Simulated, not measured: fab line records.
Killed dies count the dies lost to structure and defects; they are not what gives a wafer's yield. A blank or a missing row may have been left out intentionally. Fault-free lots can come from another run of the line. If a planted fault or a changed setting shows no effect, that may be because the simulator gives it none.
Comparing a struck lot with a sound one	flow berkeley-cmos170	15 steps out of a route of 331
Sound: the wafers L127.3, L127.5, L127.6. Wafers struck: L142.1, L142.2, L142.3. At the end, the cause is stated.
Per side, at each step with rows, come the tool, then ch with its chambers, and then its first start. Under that, the readings that differ: sound wafers	struck wafers	difference of the means	sigmas: that difference in standard deviations of wafers without a fault.
alike: same words and numbers on both sides, and readings whose means sit less than 2 such deviations apart. not compared: any withheld reading, any reading some wafer has no value for, any bound like >300 that may hide the same value, and any number with overlapping values for which the record gives no deviation.
Wherever a step has rows on one side only, a row that says differs or no value, or a row with sigmas, the two part there. Non-overlapping numbers with no deviation appear without sigmas and do not part them. A reading that every wafer of one side lacks parts them only if that side has two wafers or more.

first, 6 steps without rows for these wafers: UCB170_M1_COAT_03; UCB170_M1_COAT_04 (resist thk 900 nm); UCB170_M1_SOFTBAKE_05 (time 60 s); UCB170_M1_EXPOSE_06 (exposes mask METAL1, target cd 700 nm); UCB170_M1_PEB_07; UCB170_M1_DEVELOP_08 (develop time 45 s).
UCB170_M1_CD_MEAS_09: the cd target is 700 nm.
  struck on cd-sem-01, day 12 14:20; sound on cd-sem-02, day 8 22:22
  alike: cd-nm
UCB170_M1_OVL_MEAS_10:
  struck on overlay-02, day 12 14:27; sound on overlay-02, day 8 22:28
  alike: M1_OVL
UCB170_M1_ETCH_11: etches BARC in N2/H2.
  sound on rie-diel-04 ch 1,2, day 8 22:29; struck on rie-diel-03 ch 1,2,3, day 12 14:29
  alike: drypump-motor-current-A, n2-flow-sccm, oes-product-au, throttle-valve-pct
UCB170_M1_METAL_ETCH_12: etches Al in Cl2/BCl3, stops on PSG, target depth 780 nm, time 130 s.
  sound on rie-metal-01 ch 0,1, day 8 22:34; struck on rie-metal-02 ch 0,1, day 12 14:32
  alike: drypump-motor-current-A, oes-product-au, throttle-valve-pct
  not compared: rf-hours-counter-h
UCB170_M1_STRIP_13: strips in O2.
  sound on plasma-asher-01 ch 0,1, day 8 22:42; struck on plasma-asher-02 ch 0,1, day 12 14:40
reading	sound	struck	difference	sigmas
drypump-motor-current-A (A)	5.3 5.1 5.2	6.6 6.1 6.1	+1.1	+2
  alike: oes-product-au
  not compared: rf-hours-counter-h
UCB170_M1_CD_MEAS_90: the cd target is 700 nm.
  struck on cd-sem-01, day 12 14:46; sound on cd-sem-01, day 8 22:48
  alike: cd-nm
UCB170_M1_ANNEAL_14: time 1200 s.
  sound on furnace-03 ch 0, day 8 22:53; struck on furnace-03 ch 0, day 12 14:53
reading	sound	struck	difference	sigmas
spike-tc-centre-C (C)	400.4 401.1 402.0	481.1 483.2 482.1	+81.0	+74
spike-tc-load-C (C)	419.0 418.6 418.1	499.7 499.7 501.6	+81.8	+82
spike-tc-source-C (C)	417.3 416.9 418.0	500.5 499.3 500.2	+82.6	+75
tube-center-temp-C (C)	400.02 400 400	480.02 480.02 479.93	+79.98	+99 or more
tube_center_temp_C_max	400.92 400.93 401.11	481.28 481.06 481.11	+80.16	+99 or more
zone-power-centre-pct (%)	15.77 15.86 16.02	19.52 19.63 19.79	+3.76	+27
zone-power-load-pct (%)	5.09 5.17 5.09	7.08 7.02 6.91	+1.89	+37
zone-power-source-pct (%)	4.87 4.92 4.97	6.61 6.64 6.73	+1.74	+34
UCB170_V1_CVD_00: deposits SiO2 from TEOS/O2, target thk 2000 nm, time 250 s.
  sound on pecvd-04 ch 1,2, day 9 00:13; struck on pecvd-02 ch 0,1,2, day 12 16:13
  alike: heater-power-w, pressure-mtorr, susceptor-temp-C
UCB170_M3_PROBE_99:
  struck on prober-01, day 13 03:11; sound on prober-01, day 9 13:52
reading	sound	struck	difference	sigmas
model.etest.contact-diode-array.leak-log10-a (angstrom)	-11.48 -11.73 -11.46	-8.34 -8.701 -8.419	+3.07	
model.etest.select-edge-diode-n.leak-log10-a (angstrom)	-12.07 -12.15 -12	-9.695 -9.791 -9.822	+2.304	
model.etest.nmos_0p35.junction-log10-a-um	-13.77 -13.8 -13.78	-11.74 -11.84 -11.69	+2.03	
model.etest.diode-nplus-pwell.leak-log10-a-cm2	-7.581 -7.983 -7.918	-5.747 -5.863 -5.701	+2.057	
model.etest.diode-nplus-comb.leak-log10-a-cm2	-7.353 -7.337 -7.517	-5.745 -5.865 -5.7	+1.632	
model.etest.nmos-narrow.off-log10-a-um	-13.18 -13.03 -13.09	-11.59 -11.7 -11.55	+1.49	
model.etest.nmos_0p6.off-log10-a-um	-11.99 -11.9 -11.85	-11.5 -11.49 -11.52	+0.4	

== WHERE THEY PART ==
Last at UCB170_M1_ANNEAL_14 as far as this record goes, first at UCB170_M1_STRIP_13. Later steps at which nothing parts them and some readings are alike: UCB170_V1_CVD_00.

WHY: what had been put in by the simulator
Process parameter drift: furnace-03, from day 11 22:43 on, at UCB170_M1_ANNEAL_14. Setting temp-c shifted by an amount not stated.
